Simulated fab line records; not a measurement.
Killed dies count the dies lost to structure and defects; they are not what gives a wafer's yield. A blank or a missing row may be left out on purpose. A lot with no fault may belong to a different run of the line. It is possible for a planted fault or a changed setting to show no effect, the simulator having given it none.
What tool caused it? || flow berkeley-cmos170 || 19 wafers from 7 lots sampled at 3 of the route's 331 steps

== WHAT THE GAUGES SHOWED, per wafer ==
UCB170_M2_CD_MEAS_90 targets a cd of 700 nm.
{"lot": "L730", "measured": "day 9 01:55", "on": "cd-sem-02", "cd-nm (nm)": "701.6 698.7 701.0"}
{"lot": "L731", "measured": "day 9 18:42", "on": "cd-sem-02", "cd-nm (nm)": "701.6 700.2 699.2"}
{"lot": "L732", "measured": "day 9 19:25", "on": "cd-sem-01", "cd-nm (nm)": "698.5 698.5 697.5"}
{"lot": "L737", "measured": "day 10 16:36", "on": "cd-sem-01", "cd-nm (nm)": "698.4 695.8 681.0"}
{"lot": "L736", "measured": "day 10 20:28", "on": "cd-sem-01", "cd-nm (nm)": 679.9}
{"lot": "L746", "measured": "day 12 07:01", "on": "cd-sem-01", "cd-nm (nm)": "703.4 698.8 699.9"}
{"lot": "L744", "measured": "day 13 00:20", "on": "cd-sem-02", "cd-nm (nm)": "703.8 701.7 704.7"}

== EACH LOT AND THE TOOL THAT RAN IT (in order: tool; ch and the chambers of the sampled wafers; start) ==
{"lot": "L730", "UCB170_M2_METAL_ETCH_18": "rie-metal-04 ch 0,1, day 9 01:37", "UCB170_M2_STRIP_19": "plasma-asher-01 ch 0,1, day 9 01:48"}
{"lot": "L731", "UCB170_M2_METAL_ETCH_18": "rie-metal-02 ch 1, day 9 18:16", "UCB170_M2_STRIP_19": "plasma-asher-02 ch 0,1, day 9 18:35"}
{"lot": "L732", "UCB170_M2_METAL_ETCH_18": "rie-metal-04 ch 0,1, day 9 19:04", "UCB170_M2_STRIP_19": "plasma-asher-03 ch 0,1, day 9 19:16"}
{"lot": "L737", "UCB170_M2_METAL_ETCH_18": "rie-metal-02 ch 0,1, day 10 16:18", "UCB170_M2_STRIP_19": "plasma-asher-01 ch 0,1, day 10 16:29"}
{"lot": "L736", "UCB170_M2_METAL_ETCH_18": "rie-metal-02 ch 0, day 10 20:13", "UCB170_M2_STRIP_19": "plasma-asher-02 ch 1, day 10 20:21"}
{"lot": "L746", "UCB170_M2_METAL_ETCH_18": "rie-metal-01 ch 0,1, day 12 06:44", "UCB170_M2_STRIP_19": "plasma-asher-02 ch 0,1, day 12 06:55"}
{"lot": "L744", "UCB170_M2_METAL_ETCH_18": "rie-metal-04 ch 0, day 13 00:02", "UCB170_M2_STRIP_19": "plasma-asher-03 ch 1, day 13 00:14"}
- UCB170_M2_METAL_ETCH_18: etches Al in Cl2/BCl3, stops on SiO2, target depth 1170 nm, time 195 s.
- UCB170_M2_STRIP_19: strips in O2.

== THE ANSWER, worked out from the rows above alone ==
Rule: what is usual is taken from the lots themselves. The widest of any qualifying gaps counts: lots, ordered by their means at a reading, are off when they make up no more than a third of the lots, leave a main group of 4 or more, and stand apart from it by 3 or more times the standard deviation of that group's means. If all means in a main group match to the digits the tables above print for the reading, that group is not used. Also off: a lot with no number at a reading for which 4 or more lots have one. The other lots that the step has rows for count as sound.
Off at UCB170_M2_CD_MEAS_90 (cd-nm): L737, L736. Mean 700.6 nm and standard deviation 1.7 in the main group.
If a tool, at a process step before that reading, ran all the lots that are off and no sound lot after the first of them, it fits. Those tools and the gauges at UCB170_M2_CD_MEAS_90 are tried in the same way. One fits: UCB170_M2_METAL_ETCH_18 on rie-metal-02. A fault onset in the window from L731 (day 9 18:16, its last sound lot) to L737 (day 10 16:18, its first lot off) fits.

== WHAT HAD BEEN PUT IN BY THE SIMULATOR ==
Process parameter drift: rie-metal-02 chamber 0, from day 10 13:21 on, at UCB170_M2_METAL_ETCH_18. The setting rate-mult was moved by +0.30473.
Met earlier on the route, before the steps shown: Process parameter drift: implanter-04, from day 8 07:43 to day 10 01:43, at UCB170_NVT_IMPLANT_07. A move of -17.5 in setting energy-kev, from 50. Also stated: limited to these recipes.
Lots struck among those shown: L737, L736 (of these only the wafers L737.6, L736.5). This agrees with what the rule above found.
